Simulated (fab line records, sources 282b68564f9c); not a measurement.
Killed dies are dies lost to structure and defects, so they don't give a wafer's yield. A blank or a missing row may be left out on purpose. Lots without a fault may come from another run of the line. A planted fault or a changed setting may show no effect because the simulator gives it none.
Split-lot experiment | flow rit_cmos | 5 lots, 23 wafers read, on a route of 202 steps

THE SPLIT
At RIT_NRETRO_COAT_01 (resist thk 1300 nm), the setting spin_rpm was moved away from the recipe's 2000 rpm on 6 of the 23 wafers read, by -6.9% to +7.2%. The other wafers ran this setting at the recipe's value.

FROM THE SPLIT TO THE READING: what the file shows between them, 3 steps
- RIT_NRETRO_SOFTBAKE_02: time 60 s
- RIT_NRETRO_EXPOSE_03: exposes mask M4, target cd 43900 nm
- RIT_NRETRO_DEVELOP_05: develop time 68 s

THE READING
NOVOLAK_of_NRETRO_COAT_01.thk_nm (the simulator's own value, which no gauge read), in nm, at RIT_NRETRO_HARDBAKE_07 (time 120 s). The file gives no usual value for it. The 17 wafers here that ran the recipe average 1138 nm, standard deviation 2.1 nm.

wafer  | tool, chamber at the split | spin_rpm as run, rpm | against the recipe | NOVOLAK_of_NRETRO_COAT_01.thk_nm, nm | against lot-mates on the recipe
L079.1 | litho_track-04, 0          | 2000                 | recipe             | 1140                                 | -
L079.3 | litho_track-04, 0          | 2000                 | recipe             | 1136                                 | -
L079.4 | litho_track-04, 0          | 2000                 | recipe             | 1134                                 | -
L079.5 | litho_track-04, 0          | 2000                 | recipe             | 1135                                 | -
L079.6 | litho_track-04, 0          | 2000                 | recipe             | 1137                                 | -
L081.1 | litho_track-04, 0          | 2000                 | recipe             | 1140                                 | -
L081.2 | litho_track-04, 0          | 2000                 | recipe             | 1139                                 | -
L081.3 | litho_track-04, 0          | 1863                 | -6.9%              | 1181                                 | +42
L081.4 | litho_track-04, 0          | 1863                 | -6.9%              | 1181                                 | +42
L081.5 | litho_track-04, 0          | 2000                 | recipe             | 1138                                 | -
L082.1 | litho_track-01, 0          | 2000                 | recipe             | 1139                                 | -
L082.2 | litho_track-01, 0          | 2000                 | recipe             | 1138                                 | -
L082.3 | litho_track-01, 0          | 2000                 | recipe             | 1136                                 | -
L082.5 | litho_track-01, 0          | 2131                 | +6.5%              | 1107                                 | -31
L082.6 | litho_track-01, 0          | 2131                 | +6.5%              | 1106                                 | -32
L084.3 | litho_track-03, 0          | 2000                 | recipe             | 1139                                 | -
L084.4 | litho_track-03, 0          | 2000                 | recipe             | 1140                                 | -
L084.6 | litho_track-03, 0          | 2000                 | recipe             | 1140                                 | -
L085.1 | litho_track-04, 0          | 2144                 | +7.2%              | 1104                                 | -36
L085.2 | litho_track-04, 0          | 2144                 | +7.2%              | 1103                                 | -37
L085.3 | litho_track-04, 0          | 2000                 | recipe             | 1138                                 | -
L085.6 | litho_track-04, 0          | 2000                 | recipe             | 1138                                 | -
L085.4 | litho_track-04, 0          | 2000                 | recipe             | 1143                                 | -

THE FIT
A straight line over all 23 wafers: NOVOLAK_of_NRETRO_COAT_01.thk_nm changes by -5.36 nm for each +1% of spin_rpm; r = -0.99; the points scatter about the line by 2.9 nm.
The same after taking each lot's own level away (the mean of its wafers on the recipe; 23 wafers): -5.36 nm for each +1%; r = -0.99; scatter 2.4 nm.
On that fit, the largest move of spin_rpm shifts the reading by 39 nm.
The lots' own levels span 1136.4 to 1139.7 nm, that is 1.5 times the standard deviation above.
So the lot-to-lot level changes the slope little: the two slopes agree.
Check: with one of the wafers moved furthest among these (+7.2%) left out of the fit, the line predicts -38.1 nm for it against its lot-mates. It came out at -35.7 nm against them.

OTHER SPLITS ON THESE WAFERS
These wafers also went through other splits before the reading. Each is held against what the fit with the lots' levels taken away leaves over:
other split on the same wafers | wafers away from the commonest value | r with NOVOLAK_of_NRETRO_COAT_01.thk_nm (lot level and that fit taken away)
RIT_ACTIVE_ETCH_13 rf_w        | 7                                    | +0.02
RIT_NWELL_COAT_01 spin_rpm     | 8                                    | +0.13

THE WHOLE CHAIN: every reading that the file lists as answering this split, in the file's order
step                   | what it does       | reading                                                                           | change (the file's fit)              | r (the file's)
RIT_NRETRO_COAT_01     | resist thk 1300 nm | NOVOLAK_of_NRETRO_COAT_01.thk_nm (the simulator's own value, which no gauge read) | -6.18 nm for each +1% of the setting | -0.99
RIT_NRETRO_HARDBAKE_07 | time 120 s         | NOVOLAK_of_NRETRO_COAT_01.thk_nm (the simulator's own value, which no gauge read) | -5.32 nm for each +1% of the setting | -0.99

THE FILE'S OWN FIT
NOVOLAK_of_NRETRO_COAT_01.thk_nm changes by -5.32 nm for each +1% of spin_rpm, r = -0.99.
